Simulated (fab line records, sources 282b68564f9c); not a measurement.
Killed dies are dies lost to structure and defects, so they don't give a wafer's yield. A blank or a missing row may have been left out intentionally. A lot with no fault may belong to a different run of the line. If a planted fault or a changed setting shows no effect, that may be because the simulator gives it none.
Which tool did it? / flow rit-cmos / 7 lots (21 wafers sampled), 1 step of a 202-step route

WHAT THE GAUGES SHOWED, per wafer
RIT_ACTIVE_THK_MEAS_04.
lot=L265; measured=day 1 19:25; on=film-metro-04; ACTIVE_NITRIDE_THK (nm)=151.5 149.6 151.0
lot=L268; measured=day 2 12:49; on=film-metro-04; ACTIVE_NITRIDE_THK (nm)=152.3 152.4 151.3
lot=L272; measured=day 3 05:32; on=film-metro-01; ACTIVE_NITRIDE_THK (nm)=151.9 152.8 152.4
lot=L275; measured=day 3 21:35; on=film-metro-02; ACTIVE_NITRIDE_THK (nm)=150.8 148.9 149.9
lot=L277; measured=day 4 06:32; on=film-metro-01; ACTIVE_NITRIDE_THK (nm)=152.7 151.9 151.0
lot=L282; measured=day 5 07:59; on=film-metro-01; ACTIVE_NITRIDE_THK (nm)=149.8 148.9 150.7
lot=L287; measured=day 6 09:24; on=film-metro-02; ACTIVE_NITRIDE_THK (nm)=151.5 149.5 151.1

WHICH TOOL RAN EACH LOT (tool, then ch and the chambers of the sampled wafers, then the start)
There is no process step in the record ahead of these readings.

THE ANSWER, worked out from the rows above alone
Rule: what is usual is taken from the lots themselves. Put in order of their means at a reading, lots are off if they are a third of the lots or fewer, leave a main group of 4 or more, and stand apart from it by a gap of 3 or more times the standard deviation of the main group's means; of several such gaps the widest counts. A main group is skipped when, at the precision printed for the reading in the tables above, its means are all equal. Also off: a lot with no number at a reading for which 4 or more lots have one. The other lots that the step has rows for count as sound.
Nothing can be told from this: no lot is off at any reading shown.

WHAT WAS PUT IN BY THE SIMULATOR
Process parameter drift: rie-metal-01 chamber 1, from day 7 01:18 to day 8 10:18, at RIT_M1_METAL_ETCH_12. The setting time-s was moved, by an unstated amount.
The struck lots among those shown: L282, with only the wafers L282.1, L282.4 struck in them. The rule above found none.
